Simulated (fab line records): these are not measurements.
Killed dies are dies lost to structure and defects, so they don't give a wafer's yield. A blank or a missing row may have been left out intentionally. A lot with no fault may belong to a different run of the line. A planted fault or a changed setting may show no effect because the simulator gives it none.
Which tool was responsible? | flow ritCmos | 6 lots with 18 wafers sampled at 2 steps, on a route of 202 steps

## WHAT THE GAUGES READ, wafer by wafer
RIT_GATE_CD_MEAS_16 targets a cd of 150 nm.
lot  | measured    | on       | cdNm (nm)
L939 | day 3 00:52 | cdSem-02 | 147.5 150.3 145.9
L941 | day 3 08:49 | cdSem-02 | 152.1 152.9 152.3
L944 | day 3 23:52 | cdSem-02 | 148.4 149.0 146.5
L948 | day 4 17:02 | cdSem-01 | 151.6 151.5 151.0
L955 | day 6 03:53 | cdSem-01 | 145.4 147.0 147.3
L957 | day 6 16:36 | cdSem-01 | 147.0 149.8 150.3

## TOOL THAT RAN EACH LOT (tool first, then ch and the chambers of the sampled wafers, then the start)
lot  | RIT_GATE_EXPOSE_13
L939 | ilineStepper-01 ch 0, day 3 00:28
L941 | ilineStepper-01 ch 0, day 3 08:25
L944 | ilineStepper-01 ch 0, day 3 23:28
L948 | ilineStepper-02 ch 0, day 4 16:38
L955 | ilineStepper-02 ch 0, day 6 03:29
L957 | ilineStepper-01 ch 0, day 6 16:12
- RIT_GATE_EXPOSE_13: exposes mask M6, target cd 150 nm.

## THE ANSWER, worked out from the rows above alone
Rule: what is usual is taken from the lots themselves. The widest of any qualifying gaps counts: lots, ordered by their means at a reading, are off when they make up no more than a third of the lots, leave a main group of 4 or more, and stand apart from it by 3 or more times the standard deviation of that group's means. A main group whose means are all the same, to the digits that the tables above print for the reading, isn't used. A lot without any number at a reading at which 4 lots or more have one is off too. Any other lot the step has rows for is counted as sound.
None of the lots is off at any reading shown; this tells nothing.

## WHAT THE SIMULATOR PUT IN
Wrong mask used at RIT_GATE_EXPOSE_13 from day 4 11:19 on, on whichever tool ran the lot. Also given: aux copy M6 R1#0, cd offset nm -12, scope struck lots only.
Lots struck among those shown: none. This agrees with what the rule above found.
